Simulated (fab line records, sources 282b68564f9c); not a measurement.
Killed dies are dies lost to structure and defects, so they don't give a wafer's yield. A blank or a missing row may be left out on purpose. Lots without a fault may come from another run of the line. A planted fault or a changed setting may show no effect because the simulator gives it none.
Which tool did it? | flow rit_cmos | 16 lots, 48 wafers sampled, at 3 steps of a route of 202

WHAT THE GAUGES READ, wafer by wafer
RIT_FOX2_THK_MEAS_90.
lot  | measured    | on            | FIELD_OXIDE_LEFT_1_THK (nm)
L899 | day 1 20:42 | film_metro-04 | 307 304 299
L900 | day 2 00:26 | film_metro-01 | 317 322 319
L901 | day 2 07:01 | film_metro-01 | 329 328 326
L905 | day 3 01:14 | film_metro-01 | 335 332 334
L906 | day 3 07:28 | film_metro-01 | 334 330 322
L908 | day 3 16:57 | film_metro-03 | 319 323 321
L909 | day 3 21:19 | film_metro-01 | 314 316 316
L910 | day 4 02:19 | film_metro-01 | 318 318 320
L911 | day 4 07:40 | film_metro-04 | 325 332 330
L914 | day 4 23:04 | film_metro-01 | 325 321 321
L915 | day 5 03:19 | film_metro-01 | 323 314 317
L916 | day 5 08:30 | film_metro-04 | 323 328 327
L917 | day 5 13:21 | film_metro-04 | 325 329 328
L918 | day 5 18:38 | film_metro-01 | 318 321 316
L920 | day 6 04:13 | film_metro-01 | 323 319 325
L921 | day 6 09:19 | film_metro-03 | 322 314 322

RIT_PSD_OVL_MEAS_06.
lot  | measured    | on         | PSD_OVL (nm)
L899 | day 3 01:49 | overlay-01 | -0.6 0.1 0.7
L900 | day 3 04:44 | overlay-02 | 1.5 -0.6 -0.7
L901 | day 3 11:58 | overlay-02 | 0.5 -2.1 -1.3
L905 | day 4 05:38 | overlay-01 | -151.3 -151.8 -151.1
L906 | day 4 11:59 | overlay-02 | 0.0 -0.9 1.5
L908 | day 4 22:14 | overlay-01 | -149.3 -149.6 -150.6
L909 | day 5 02:13 | overlay-02 | -150.8 -152.5 -152.7
L910 | day 5 07:00 | overlay-01 | -149.5 -148.9 -150.2
L911 | day 5 12:14 | overlay-02 | -0.5 -0.9 -0.1
L914 | day 6 03:03 | overlay-01 | 0.3 0.7 -0.7
L915 | day 6 08:11 | overlay-01 | -1.2 -1.3 -0.8
L916 | day 6 13:43 | overlay-01 | 0.3 -0.1 -0.4
L917 | day 6 19:02 | overlay-02 | 0.2 1.0 0.6
L918 | day 6 23:38 | overlay-01 | 0.9 0.9 0.2
L920 | day 7 11:22 | overlay-01 | -2.1 0.1 -2.5
L921 | day 7 16:23 | overlay-02 | 0.6 1.2 1.5

WHICH TOOL RAN EACH LOT (tool, then ch and the chambers of the sampled wafers, then the start)
lot  | RIT_PSD_EXPOSE_03
L899 | iline_stepper-02 ch 0, day 3 01:25
L900 | iline_stepper-02 ch 0, day 3 04:20
L901 | iline_stepper-01 ch 0, day 3 11:34
L905 | iline_stepper-01 ch 0, day 4 05:14
L906 | iline_stepper-02 ch 0, day 4 11:35
L908 | iline_stepper-01 ch 0, day 4 21:50
L909 | iline_stepper-01 ch 0, day 5 01:49
L910 | iline_stepper-01 ch 0, day 5 06:36
L911 | iline_stepper-02 ch 0, day 5 11:50
L914 | iline_stepper-02 ch 0, day 6 02:39
L915 | iline_stepper-02 ch 0, day 6 07:47
L916 | iline_stepper-02 ch 0, day 6 13:20
L917 | iline_stepper-02 ch 0, day 6 18:39
L918 | iline_stepper-02 ch 0, day 6 23:14
L920 | iline_stepper-02 ch 0, day 7 10:58
L921 | iline_stepper-02 ch 0, day 7 15:59
- RIT_PSD_EXPOSE_03: exposes mask M10, target cd 40900 nm.

WHAT THE TOOLS THEMSELVES READ (means of the sampled wafers that have a number; where no wafer has one, the mark that the record gives instead)
RIT_PSD_EXPOSE_03.
lot  | tool             | exposure_dose_mJ_cm2
L899 | iline_stepper-02 | 250.40
L900 | iline_stepper-02 | 249.82
L901 | iline_stepper-01 | 250.06
L905 | iline_stepper-01 | 250.11
L906 | iline_stepper-02 | 250.03
L908 | iline_stepper-01 | 249.83
L909 | iline_stepper-01 | 249.98
L910 | iline_stepper-01 | 249.89
L911 | iline_stepper-02 | 250.04
L914 | iline_stepper-02 | 250.03
L915 | iline_stepper-02 | 249.95
L916 | iline_stepper-02 | 249.72
L917 | iline_stepper-02 | 250.08
L918 | iline_stepper-02 | 250.08
L920 | iline_stepper-02 | 250.11
L921 | iline_stepper-02 | 249.81

THE ANSWER, worked out from the rows above alone
Rule: what is usual is taken from the lots themselves. Put in order of their means at a reading, lots are off if they are a third of the lots or fewer, leave a main group of 4 or more, and stand apart from it by a gap of 3 or more times the standard deviation of the main group's means; of several such gaps the widest counts. A main group whose means are all the same, to the digits that the tables above print for the reading, isn't used. A lot without any number at a reading at which 4 lots or more have one is off too. The other lots that the step has rows for count as sound. The gauges are gone through in route order, then the tools' own readings, and for those a lot's mean is taken as printed above. The first step at which some lot is off is used, and at that step the reading that is off furthest; a lot without a number counts as furthest.
Off: L905, L908, L909, L910, at RIT_PSD_OVL_MEAS_06 (PSD_OVL). The main group: mean -0.1 nm, standard deviation 0.74.
A tool fits if, at a process step before that reading, it ran every lot that is off, and no sound lot after the first of them. The gauges at RIT_PSD_OVL_MEAS_06 are tried like those tools. One fits: iline_stepper-01 at RIT_PSD_EXPOSE_03. Its last sound lot is L901 (day 3 11:34), its first lot that is off L905 (day 4 05:14): a fault that began between those two fits.

WHAT THE SIMULATOR HAD PUT IN
Scanner matching overlay: iline_stepper-01, from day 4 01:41 on, at RIT_PSD_EXPOSE_03. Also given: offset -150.
Lots struck among those shown: L905, L908, L909, L910. The rule above found the same.
